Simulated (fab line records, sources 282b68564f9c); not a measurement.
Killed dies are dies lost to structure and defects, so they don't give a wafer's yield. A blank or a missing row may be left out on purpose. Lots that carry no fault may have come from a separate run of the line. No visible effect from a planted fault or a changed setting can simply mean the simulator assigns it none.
Which tool was responsible? / flow rit-cmos / Sampling: 14 lots, 42 wafers, 4 of 202 route steps

## WHAT EACH GAUGE READ, for each wafer
RIT_ACTIVE_THK_MEAS_02.
lot=L860; measured=day 1 17:08; on=film-metro-03; ACTIVE_OXIDE_THK (nm)=42.2 42.1 43.3
lot=L863; measured=day 2 10:25; on=film-metro-02; ACTIVE_OXIDE_THK (nm)=42.9 42.3 42.8
lot=L864; measured=day 2 13:35; on=film-metro-02; ACTIVE_OXIDE_THK (nm)=42.3 42.6 42.4
lot=L865; measured=day 2 18:52; on=film-metro-04; ACTIVE_OXIDE_THK (nm)=44.2 44.3 44.0
lot=L866; measured=day 3 01:07; on=film-metro-03; ACTIVE_OXIDE_THK (nm)=43.6 43.1 42.9
lot=L867; measured=day 3 04:33; on=film-metro-04; ACTIVE_OXIDE_THK (nm)=43.0 42.0 42.8
lot=L868; measured=day 3 09:29; on=film-metro-03; ACTIVE_OXIDE_THK (nm)=43.0 42.9 42.8
lot=L869; measured=day 3 14:38; on=film-metro-03; ACTIVE_OXIDE_THK (nm)=41.8 41.6 42.2
lot=L872; measured=day 4 06:41; on=film-metro-03; ACTIVE_OXIDE_THK (nm)=42.5 42.8 42.9
lot=L873; measured=day 4 10:03; on=film-metro-04; ACTIVE_OXIDE_THK (nm)=41.9 41.4 40.5
lot=L878; measured=day 5 13:25; on=film-metro-04; ACTIVE_OXIDE_THK (nm)=41.8 41.9 41.7
lot=L879; measured=day 5 16:10; on=film-metro-03; ACTIVE_OXIDE_THK (nm)=43.4 43.1 43.3
lot=L881; measured=day 6 02:17; on=film-metro-04; ACTIVE_OXIDE_THK (nm)=42.2 42.0 42.3
lot=L882; measured=day 6 10:11; on=film-metro-03; ACTIVE_OXIDE_THK (nm)=44.6 44.8 44.5

RIT_GATE_THK_MEAS_07.
lot=L860; measured=day 3 01:23; on=film-metro-03; GATE_OXIDE_THK (nm)=3.07 3.07 3.06
lot=L863; measured=day 3 14:59; on=film-metro-03; GATE_OXIDE_THK (nm)=3.05 3.08 3.06
lot=L864; measured=day 3 16:13; on=film-metro-01; GATE_OXIDE_THK (nm)=2.99 3.01 3.03
lot=L865; measured=day 3 20:38; on=film-metro-03; GATE_OXIDE_THK (nm)=2.94 2.96 3.00
lot=L866; measured=day 4 06:42; on=film-metro-02; GATE_OXIDE_THK (nm)=2.96 2.95 2.89
lot=L867; measured=day 4 11:00; on=film-metro-03; GATE_OXIDE_THK (nm)=2.98 3.06 3.02
lot=L868; measured=day 4 09:41; on=film-metro-01; GATE_OXIDE_THK (nm)=3.00 3.04 3.03
lot=L869; measured=day 4 19:46; on=film-metro-01; GATE_OXIDE_THK (nm)=2.99 3.01 2.96
lot=L878; measured=day 6 13:41; on=film-metro-03; GATE_OXIDE_THK (nm)=3.06 3.06 3.10
lot=L879; measured=day 6 14:39; on=film-metro-03; GATE_OXIDE_THK (nm)=3.10 3.07 3.05
lot=L881; measured=day 7 04:25; on=film-metro-03; GATE_OXIDE_THK (nm)=3.06 2.97 3.02
lot=L882; measured=day 7 11:22; on=film-metro-01; GATE_OXIDE_THK (nm)=3.04 3.02 2.98

## WHAT TOOL EACH LOT RAN ON (gives the tool, then ch and the chambers of the sampled wafers, and finally the start)
lot=L860; RIT_FOX2_OXIDATION_00=furnace-03 ch 0, day 2 02:08; RIT_NRETRO_STRIP_09=plasma-asher-03 ch 0,1, day 2 17:12
lot=L863; RIT_FOX2_OXIDATION_00=furnace-04 ch 0, day 2 15:37; RIT_NRETRO_STRIP_09=plasma-asher-01 ch 0,1, day 3 06:35
lot=L864; RIT_FOX2_OXIDATION_00=furnace-03 ch 0, day 2 21:26; RIT_NRETRO_STRIP_09=plasma-asher-02 ch 0,1, day 3 09:46
lot=L865; RIT_FOX2_OXIDATION_00=furnace-04 ch 0, day 3 01:26; RIT_NRETRO_STRIP_09=plasma-asher-02 ch 0,1, day 3 16:28
lot=L866; RIT_FOX2_OXIDATION_00=furnace-03 ch 0, day 3 09:28; RIT_NRETRO_STRIP_09=plasma-asher-03 ch 0,1, day 3 22:41
lot=L867; RIT_FOX2_OXIDATION_00=furnace-03 ch 0, day 3 14:39; RIT_NRETRO_STRIP_09=plasma-asher-01 ch 0,1, day 4 06:44
lot=L868; RIT_FOX2_OXIDATION_00=furnace-03 ch 0, day 3 16:29; RIT_NRETRO_STRIP_09=plasma-asher-01 ch 0,1, day 4 05:20
lot=L869; RIT_FOX2_OXIDATION_00=furnace-04 ch 0, day 3 20:47; RIT_NRETRO_STRIP_09=plasma-asher-02 ch 0,1, day 4 11:01
lot=L872; RIT_FOX2_OXIDATION_00=furnace-03, day 4 11:48; RIT_NRETRO_STRIP_09=-
lot=L873; RIT_FOX2_OXIDATION_00=furnace-03, day 4 18:11; RIT_NRETRO_STRIP_09=-
lot=L878; RIT_FOX2_OXIDATION_00=furnace-03 ch 0, day 5 19:52; RIT_NRETRO_STRIP_09=plasma-asher-03 ch 0,1, day 6 10:00
lot=L879; RIT_FOX2_OXIDATION_00=furnace-04 ch 0, day 5 23:01; RIT_NRETRO_STRIP_09=plasma-asher-02 ch 0,1, day 6 11:05
lot=L881; RIT_FOX2_OXIDATION_00=furnace-03 ch 0, day 6 10:31; RIT_NRETRO_STRIP_09=plasma-asher-01 ch 0,1, day 6 23:59
lot=L882; RIT_FOX2_OXIDATION_00=furnace-01 ch 0, day 6 15:16; RIT_NRETRO_STRIP_09=plasma-asher-01 ch 0,1, day 7 05:29
- RIT_FOX2_OXIDATION_00: target thk 350.7 nm, ox time 1130 s.
- RIT_NRETRO_STRIP_09: strips in O2, time 180 s.

## AS READ BY THE TOOLS THEMSELVES (means over the sampled wafers that have a number; for cases with no such wafer, the mark the record gives instead)
RIT_FOX2_OXIDATION_00.
lot=L860; tool=furnace-03; ox-temp-c (C)=1100.3; ox-temp-c-max=1107.9
lot=L863; tool=furnace-04; ox-temp-c (C)=1099.5; ox-temp-c-max=1106.2
lot=L864; tool=furnace-03; ox-temp-c (C)=1099.7; ox-temp-c-max=1108.5
lot=L865; tool=furnace-04; ox-temp-c (C)=1099.9; ox-temp-c-max=1105.6
lot=L866; tool=furnace-03; ox-temp-c (C)=1099.6; ox-temp-c-max=1107.3
lot=L867; tool=furnace-03; ox-temp-c (C)=1100.2; ox-temp-c-max=1108.5
lot=L868; tool=furnace-03; ox-temp-c (C)=1100.0; ox-temp-c-max=1109.0
lot=L869; tool=furnace-04; ox-temp-c (C)=1100.1; ox-temp-c-max=1106.0
lot=L872; tool=furnace-03; ox-temp-c (C)=-; ox-temp-c-max=-
lot=L873; tool=furnace-03; ox-temp-c (C)=-; ox-temp-c-max=-
lot=L878; tool=furnace-03; ox-temp-c (C)=1100.3; ox-temp-c-max=1110.2
lot=L879; tool=furnace-04; ox-temp-c (C)=1100.1; ox-temp-c-max=1105.3
lot=L881; tool=furnace-03; ox-temp-c (C)=1099.9; ox-temp-c-max=1109.8
lot=L882; tool=furnace-01; ox-temp-c (C)=1100.2; ox-temp-c-max=1107.6

RIT_NRETRO_STRIP_09.
lot=L860; tool=plasma-asher-03; drypump-motor-current-A (A)=5.1
lot=L863; tool=plasma-asher-01; drypump-motor-current-A (A)=5.8
lot=L864; tool=plasma-asher-02; drypump-motor-current-A (A)=6.4
lot=L865; tool=plasma-asher-02; drypump-motor-current-A (A)=6.4
lot=L866; tool=plasma-asher-03; drypump-motor-current-A (A)=5.2
lot=L867; tool=plasma-asher-01; drypump-motor-current-A (A)=5.9
lot=L868; tool=plasma-asher-01; drypump-motor-current-A (A)=5.9
lot=L869; tool=plasma-asher-02; drypump-motor-current-A (A)=6.4
lot=L878; tool=plasma-asher-03; drypump-motor-current-A (A)=5.2
lot=L879; tool=plasma-asher-02; drypump-motor-current-A (A)=6.4
lot=L881; tool=plasma-asher-01; drypump-motor-current-A (A)=5.8
lot=L882; tool=plasma-asher-01; drypump-motor-current-A (A)=5.9

## THE ANSWER, worked out from the rows above alone
Rule: the lots themselves supply what counts as usual. Put in order of their means at a reading, lots are off if they are a third of the lots or fewer, leave a main group of 4 or more, and stand apart from it by a gap of 3 or more times the standard deviation of the main group's means; of several such gaps the widest counts. A main group is skipped when, at the precision printed for the reading in the tables above, its means are all equal. Also off: a lot with no number at a reading for which 4 or more lots have one. The other lots that the step has rows for count as sound. First the gauges in route order, then the tools' own readings, where a lot's mean is used as printed above. At the first step where some lot is off, the reading lying furthest off is the one used; lots without a number count as furthest.
Off at RIT_FOX2_OXIDATION_00 (ox-temp-c): L872, L873. Without a number there: L872, L873. The main group: mean 1100.0 C, standard deviation 0.26.
A tool fits if, at that step or a process step before it, it ran every lot that is off, and no sound lot after the first of them. Not one of the candidates tried fits.

## WHAT THE SIMULATOR PUT IN
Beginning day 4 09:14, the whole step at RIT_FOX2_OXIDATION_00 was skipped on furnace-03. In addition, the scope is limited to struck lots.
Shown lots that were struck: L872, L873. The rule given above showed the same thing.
